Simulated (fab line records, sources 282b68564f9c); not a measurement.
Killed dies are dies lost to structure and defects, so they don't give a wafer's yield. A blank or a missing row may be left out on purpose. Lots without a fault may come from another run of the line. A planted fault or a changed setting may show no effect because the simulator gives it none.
A struck lot beside a sound one | flow rit_cmos | 13 steps out of a route of 202
Sound: wafers L716.2, L716.3, L716.4. Struck: wafers L728.4, L728.5, L728.6. The cause comes at the end.
At each step with rows: each side's tool, then ch and its chambers, then its first start. Under that, the readings that differ: sound wafers | struck wafers | difference of the means | sigmas: that difference in standard deviations of wafers without a fault.
alike: readings whose means differ by less than 2 such deviations, and words and numbers that are the same on both sides. not compared: withheld readings, readings that some wafer has no value for, bounds like >300 that may hide the same value, and numbers for which the record gives no deviation and whose values overlap.
The two part at a step that has a row with sigmas, a row that says differs or no value, or rows on one side only. Numbers that don't overlap but have no deviation are shown without sigmas and don't part them. A reading that every wafer of one side lacks parts them only if that side has two wafers or more.

first, 2 steps without rows for these wafers: RIT_PLDD_PEB_04; RIT_PLDD_DEVELOP_05 (develop time 50 s).
RIT_PLDD_OVL_MEAS_06:
  sound on overlay-02, day 3 11:25; struck on overlay-02, day 6 00:20
  alike: PLDD_OVL
then, 2 steps without rows for these wafers: RIT_PLDD_HARDBAKE_07 (time 60 s); RIT_PLDD_IMPLANT_08.
RIT_PLDD_STRIP_09: strips in O2, time 180 s.
  sound on plasma_asher-02 ch 0,1, day 3 11:45; struck on plasma_asher-03 ch 0,1, day 6 00:43
  alike: chamber_pressure_mTorr, drypump_motor_current_A
  not compared: rf_hours_counter_h
RIT_PLDD_TW_MEAS_10:
  sound on film_metro-02, day 3 11:56; struck on film_metro-04, day 6 00:52
  alike: PLDD_TW
then, 4 steps without rows for these wafers: RIT_SPACER_CLEAN_00 (cleans in SC1, time 600 s); RIT_SPACER_CLEAN_01 (cleans in dHF, time 30 s); RIT_SPACER_CLEAN_02 (cleans in SC2, time 600 s); RIT_SPACER_CVD_03 (deposits Si3N4 from SiH2Cl2/NH3, target thk 250 nm, time 3300 s).
RIT_SPACER_THK_MEAS_04:
  sound on film_metro-01, day 3 14:29; struck on film_metro-04, day 6 03:13
  alike: SPACER_NITRIDE_THK
RIT_SPACER_ETCHBACK_05: etches Si3N4 in SF6/CHF3, stops on SiO2, target depth 250 nm, time 240 s.
  sound on rie_diel-01 ch 0,2,3, day 3 14:32; struck on rie_diel-02 ch 0,1,3, day 6 03:14
  reading                                  | sound             | struck            | difference | sigmas
  oes_product_au (a.u.)                    | 0.880 0.872 0.830 | 0.735 0.754 0.753 | -0.113     | -8
  model.etch.depth_nm (nm)                 | 254 255.2 254.4   | 208.6 209.6 215.6 | -43.3      |
  model.poly-Si_of_GATE_CVD_08.thk_nm (nm) | 165.6 163.2 166.1 | 190.5 188.9 188.3 | +24.3      |
  model.Si3N4_of_SPACER_CVD_03.thk_nm (nm) | 197.3 198.5 198.7 | 218.4 214.7 214.7 | +17.8      |
  alike: chamber_pressure_mTorr, drypump_motor_current_A, throttle_valve_pct
  not compared: rf_hours_counter_h

WHERE THEY PART
Only at RIT_SPACER_ETCHBACK_05, within this record.

WHY: what the simulator had put in
Process parameter drift: rie_diel-02, from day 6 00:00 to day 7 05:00, at RIT_SPACER_ETCHBACK_05. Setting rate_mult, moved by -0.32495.
